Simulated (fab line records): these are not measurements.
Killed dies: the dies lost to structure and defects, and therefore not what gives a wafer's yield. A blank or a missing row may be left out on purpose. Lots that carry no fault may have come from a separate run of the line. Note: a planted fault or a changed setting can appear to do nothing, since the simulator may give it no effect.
Which tool was responsible?    flow rit_cmos    14 lots with 42 wafers sampled at 2 steps, on a route of 202 steps

== WHAT THE GAUGES SHOWED, per wafer ==
RIT_FOX2_THK_MEAS_91. Usual: FIELD_OXIDE_LEFT_2_THK 253 nm, standard deviation 5.8.
lot   measured     on             FIELD_OXIDE_LEFT_2_THK (nm)  flag
L363  day 2 08:41  film_metro-01  256 264 258                  
L364  day 2 13:19  film_metro-01  244 249 246                  
L365  day 2 18:34  film_metro-03  263 263 259                  
L366  day 2 23:43  film_metro-01  254 257 260                  
L367  day 3 06:49  film_metro-03  258 259 256                  
L368  day 3 08:54  film_metro-01  255 254 252                  
L369  day 3 15:16  film_metro-03  250 247 250                  
L370  day 3 19:13  film_metro-03  243 244 239                  
L371  day 4 01:26  film_metro-03  256 260 252                  
L372  day 4 07:47  film_metro-03  290 286 289                  OFF
L375  day 4 20:02  film_metro-03  294 294 289                  OFF
L382  day 6 10:40  film_metro-03  252 251 255                  
L384  day 7 00:32  film_metro-01  254 254 254                  
L386  day 7 13:21  film_metro-03  245 245 248                  

== WHICH TOOL RAN EACH LOT (tool, then ch and the chambers of the sampled wafers, then the start) ==
lot   RIT_GATE_WET_ETCH_00
L363  wet_bench-01 ch 0, day 2 08:14
L364  wet_bench-04 ch 2, day 2 12:25
L365  wet_bench-04 ch 1, day 2 18:06
L366  wet_bench-01 ch 2, day 2 23:14
L367  wet_bench-03 ch 2, day 3 06:24
L368  wet_bench-04 ch 1, day 3 08:29
L369  wet_bench-03 ch 3, day 3 14:50
L370  wet_bench-04 ch 1, day 3 18:47
L371  wet_bench-04 ch 2, day 4 01:00
L372  wet_bench-04 ch 2, day 4 07:18
L375  wet_bench-04 ch 2, day 4 19:37
L382  wet_bench-01 ch 2, day 6 10:15
L384  wet_bench-01 ch 2, day 7 00:07
L386  wet_bench-01 ch 0, day 7 12:55
- RIT_GATE_WET_ETCH_00: etches SiO2 in BOE, target depth 56 nm, time 60 s.

== AS READ BY THE TOOLS THEMSELVES (means over the sampled wafers that have a number; for cases with no such wafer, the mark the record gives instead) ==
RIT_GATE_WET_ETCH_00. Usual: run_length_s at 89 s, with a standard deviation of 3.1.
lot   tool          run_length_s (s)  flag
L363  wet_bench-01  87                
L364  wet_bench-04  88                
L365  wet_bench-04  87                
L366  wet_bench-01  93                
L367  wet_bench-03  92                
L368  wet_bench-04  87                
L369  wet_bench-03  92                
L370  wet_bench-04  93                
L371  wet_bench-04  87                
L372  wet_bench-04  52                OFF
L375  wet_bench-04  46                OFF
L382  wet_bench-01  88                
L384  wet_bench-01  87                
L386  wet_bench-01  86                

== THE ANSWER, worked out from the rows above alone ==
Rule: take the mean of a lot's wafers that have a number; if it is more than 3 standard deviations from the usual mean, the lot is off. A lot without any number at a reading at which 4 lots or more have one is off too. Any other lot the step has rows for is counted as sound. First the gauges in route order, then the tools' own readings, where a lot's mean is used as printed above. The first step at which some lot is off is used, and at that step the reading that is off furthest; a lot without a number counts as furthest.
Off: L372, L375, seen at RIT_FOX2_THK_MEAS_91 (FIELD_OXIDE_LEFT_2_THK).
If a tool, at a process step before that reading, ran all the lots that are off and no sound lot after the first of them, it fits. Not tried: the gauges at RIT_FOX2_THK_MEAS_91; whatever is off there is also off at RIT_GATE_WET_ETCH_00, on other tools, and gauge error can't account for it. One fits: RIT_GATE_WET_ETCH_00 on wet_bench-04. Its last sound lot is L371 (day 4 01:00), its first lot that is off L372 (day 4 07:18): a fault that began between those two fits.
On the lots that are off, the tool's own readings at RIT_GATE_WET_ETCH_00 differ by more than 5 times the standard deviation of the sound lots' means, which bears it out; run_length_s reads 49 s there versus 89 s on the sound lots.

== WHAT THE SIMULATOR HAD INSERTED ==
wet_bench-04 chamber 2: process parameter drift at RIT_GATE_WET_ETCH_00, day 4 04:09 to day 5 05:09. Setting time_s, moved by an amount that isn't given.
Lots struck among those shown: L372, L375. The rule given above showed the same thing.
